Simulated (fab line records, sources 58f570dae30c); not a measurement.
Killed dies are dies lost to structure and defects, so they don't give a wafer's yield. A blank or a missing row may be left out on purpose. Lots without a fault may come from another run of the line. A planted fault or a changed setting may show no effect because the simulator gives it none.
fab line records | flow berkeley_cmos170
record lots=7 wafers=21 last_day=12
route steps=331 shown M2@273
lots that met no fault: from a run of the same line without faults
start_h: hours from the record's first day to the start of the lot's first wafer shown | wait_h: hours since the lot's step before | " the same as in the row above | L1.1+2: a row that stands for several wafers | - no value, or no start given | * or withheld: withheld | < > ~ a bound
route shown NAME@n: a module of which the file shows steps, and the number in the route of the first | usual: mean/standard deviation of fault-free wafers | same: alike in all rows | chamber/n: place in a boat | sites: the reading at each site | _std_site: their standard deviation | _edge_site: outer sites' mean less inner sites' | radius_mm: how far each site lies from the wafer's centre | mask NAME#n: copy n | behind: the tool/chamber that last shaped the wafer | hold: why the lot was held/for how many hours/how that ended | device: the transistor (n, p or np) that didn't switch | end of line: the same wafers' tests at the end of the route | a step without rows: its recipe alone | killed: dies lost to structure and defects at the first sort, not the wafer's yield | map: a wafer's dies, x killed, . not, _ none there
set.NAME: the setting as run; set.NAME@STEP: as run at that earlier step | model.NAME: the simulator's own value behind a step, which no gauge read
lots at some steps of the route; a table a step, a row a wafer
services: from which hour (start_h, from the record's first day; less than 0 if before it) a tool's chamber was out of use, for how many hours, and why
## steps
# step UCB170_M2_RS_MEAS_02
# recipe thk_meas_gauge=four-point-probe reads=Al_of_M2_SPUTTER_01
# usual M2_AL_RS=0.0323/0.00037
# columns lot.wafer tool chamber start_h wait_h M2_AL_RS[ohm/sq]
L657.1 film_metro-01 - 163.00 0.0 0.0324
L657.2 " - " " 0.0326
L657.4 " - " " 0.0325
L656.2 film_metro-04 - 163.10 0.1 0.0325
L656.3 " - " " 0.0327
L656.4 " - " " 0.0326
L669.2 film_metro-03 - 221.59 0.1 0.0323
L669.3 " - " " 0.0324
L669.4 " - " " 0.0321
L671.1 film_metro-03 - 235.81 0.0 0.0324
L671.2 " - " " 0.0326
L671.4 " - " " 0.0324
L670.2 film_metro-01 - 236.11 0.1 0.0320
L670.4 " - " " 0.0322
L670.5 " - " " 0.0323
L677.1 film_metro-01 - 270.89 0.0 0.0312
L677.4 " - " " 0.0315
L677.6 " - " " 0.0318
L678.1 film_metro-04 - 271.10 0.0 0.0322
L678.2 " - " " 0.0326
L678.4 " - " " 0.0322
# step UCB170_M2_THK_MEAS_03
# recipe thk_meas_gauge=xrf reads=Al_of_M2_SPUTTER_01
# usual M2_AL_THK=896/12
# columns lot.wafer tool chamber start_h wait_h M2_AL_THK[nm]
L657.1 film_metro-01 - 163.12 0.1 886
L657.2 " - " " 884
L657.4 " - " " 879
L656.2 film_metro-04 - 163.21 0.1 897
L656.3 " - " " 891
L656.4 " - " " 889
L669.2 film_metro-03 - 221.70 0.1 896
L669.3 " - " " 891
L669.4 " - " " 897
L671.1 film_metro-03 - 235.93 0.1 893
L671.2 " - " " 885
L671.4 " - " " 890
L670.2 film_metro-01 - 236.22 0.1 900
L670.4 " - " " 895
L670.5 " - " " 898
L677.1 film_metro-01 - 271.01 0.1 917
L677.4 " - " " 912
L677.6 " - " " 908
L678.1 film_metro-04 - 271.22 0.1 909
L678.2 " - " " 899
L678.4 " - " " 903
# step UCB170_M2_HMDS_04
# recipe prime_time_s=60 prime_temp_c=100
# step UCB170_M2_COAT_05
# recipe resist=KrF spin_rpm=1500 resist_thk_nm=900
# step UCB170_M2_SOFTBAKE_06
# recipe resist=KrF temp_c=130 time_s=60
# step UCB170_M2_STRIP_07
# recipe chemistry=O2 power_w=400 pressure_mtorr=3500 platen_temp_c=withheld o2_flow_sccm=400 overash_fraction=0.5
# usual drypump_motor_current_A=5.7/0.53 oes_product_au=0.735/0.0047 strip_time_to_endpoint_s=21.95/0.061
# columns lot.wafer tool chamber start_h wait_h drypump_motor_current_A oes_product_au rf_hours_counter_h strip_time_to_endpoint_s
L657.1 plasma_asher-03 0 163.66 0.1 6.0 0.732 42 22.05
L657.2 " 1 " " 5.1 0.740 42 22.09
L657.4 " 0 " " 6.0 0.737 - 22.08
L656.2 plasma_asher-04 1 163.82 0.1 6.0 0.730 51 21.94
L656.3 " 0 " " 6.3 0.737 - 21.92
L656.4 " 1 " " 6.0 0.743 - 21.98
L669.2 plasma_asher-04 1 222.20 0.1 6.1 0.729 57 21.86
L669.3 " 0 " " 6.3 0.728 - 21.90
L669.4 " 1 " " 6.1 0.733 - 21.82
L671.1 plasma_asher-04 1 236.46 0.1 6.1 0.737 59 21.93
L671.2 " 0 " " 6.3 0.735 59 21.97
L671.4 " 0 " " 6.3 0.731 - 21.87
L670.2 plasma_asher-01 0 236.91 0.1 5.8 0.736 14 21.87
L670.4 " 1 " " 4.8 0.734 - 21.87
L670.5 " 0 " " 5.8 0.730 - 21.87
L677.1 plasma_asher-03 0 271.73 0.1 6.0 0.742 54 21.93
L677.4 " 0 " " 6.0 0.738 - 21.92
L677.6 " 1 " " 5.1 0.738 - 22.02
L678.1 plasma_asher-01 0 271.75 0.1 5.9 0.735 18 21.92
L678.2 " 1 " " 4.8 0.736 18 21.91
L678.4 " 1 " " 4.8 0.737 - 21.92
# step UCB170_M2_STRIP_08
# recipe chemistry=DMSO temp_c=80 time_s=600 material=KrF
# step UCB170_M2_COAT_09
# recipe resist=BARC temp_c=withheld time_s=withheld spin_rpm=3000 resist_thk_nm=withheld
# step UCB170_M2_COAT_10
# recipe resist=KrF spin_rpm=1500 resist_thk_nm=900
# step UCB170_M2_SOFTBAKE_11
# recipe resist=KrF temp_c=130 time_s=60
# step UCB170_M2_EXPOSE_12
# recipe mask_id=METAL2 target_cd_nm=700 na=0.5 sigma_outer=0.6 source_shape=conventional dose_mj=26
# step UCB170_M2_PEB_13
# recipe peb_temp_c=130 peb_time_s=withheld resist=KrF
# step UCB170_M2_DEVELOP_14
# recipe developer=TMAH develop_time_s=45 resist=KrF dev_temp_c=21
# usual chill_plate_temp_C=23.03/0.11 develop_time_s=45/0
# columns lot.wafer tool chamber start_h wait_h chill_plate_temp_C develop_time_s model.KrF_of_M2_COAT_10.thk_nm
L657.1 litho_track-03 0 164 - 23.19 45 882.3
L657.2 " 0 " " 22.99 45 880.9
L657.4 " 0 " " 23.01 45 882.3
L656.2 litho_track-02 0 165 - 23.27 45 883.2
L656.3 " 0 " " 23.12 45 883
L656.4 " 0 " " 23.25 45 886.1
L669.2 litho_track-02 - 223 - - - 899.4
L669.3 " - " " - - 898.8
L669.4 " - " " - - 897.5
L671.1 litho_track-01 - 238 - - - 901.4
L671.2 " - " " - - 900.4
L671.4 " - " " - - 900.1
L670.2 litho_track-03 - 238 - - - 900
L670.4 " - " " - - 900.8
L670.5 " - " " - - 900.6
L678.1 litho_track-03 0 273 - 23.09 45 885.6
L678.2 " 0 " " 23.23 45 885.5
L678.4 " 0 " " 23.03 45 886.1
L677.1 litho_track-01 0 273 - 23.04 45 885.1
L677.4 " 0 274 - 22.87 45 885.4
L677.6 " 0 " " 23.07 45 884.6
# step UCB170_M2_CD_MEAS_15
# recipe target_cd_nm=700
# usual cd_nm=699.5/1.5
# columns lot.wafer tool chamber start_h wait_h cd_nm
L657.1 cd_sem-01 - 165.00 - 699.6
L657.2 " - " " 699.3
L657.4 " - " " 699.8
L656.2 cd_sem-02 - 165.58 - 697.0
L656.3 " - " " 698.0
L656.4 " - " " 699.4
L669.2 cd_sem-02 - 223.34 - -
L669.3 " - " " -
L669.4 " - " " -
L671.1 cd_sem-02 - 238.34 - -
L671.2 " - " " -
L671.4 " - " " -
L670.2 cd_sem-02 - 239.04 - -
L670.4 " - " " -
L670.5 " - " " -
L678.1 cd_sem-01 - 273.91 - 699.2
L678.2 " - " " 699.7
L678.4 " - " " 699.8
L677.1 cd_sem-01 - 274.10 - 699.0
L677.4 " - " " 700.3
L677.6 " - " " 698.5
## services
# columns tool chamber start_h hours kind
plasma_asher-04 - 145.39 2.4 repair
plasma_asher-03 - 245.66 2.8 pm
## key
first_sign step=UCB170_M2_DEVELOP_14 reading=tool_record direction=missing
effect none on later readings
model_effect step=UCB170_M2_DEVELOP_14 value=KrF_of_M2_COAT_10.thk_nm without=885.7 struck=899.9
met_at UCB170_M2_DEVELOP_14
struck_wafers L669.2,L669.3,L669.4,L670.2,L670.4,L670.5,L671.1,L671.2,L671.4
later_rows_left_out L669.2,L669.3,L669.4,L670.2,L670.4,L670.5,L671.1,L671.2,L671.4
sort_left_out L669.2,L669.3,L669.4,L670.2,L670.4,L670.5,L671.1,L671.2,L671.4
onset_between 165 223
fault kind=skipped_step_whole tool=litho_track-01,litho_track-02,litho_track-03 chamber=- onset_h=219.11 steps=UCB170_M2_DEVELOP_14 scope=struck_lots_only
# sort_left_out: the simulated sort isn't trusted on such a fault, so these wafers' sort isn't shown, and their yield isn't known
# later_rows_left_out: the simulator's readings of these wafers behind a module that went badly wrong aren't trusted and aren't shown, but for the sort
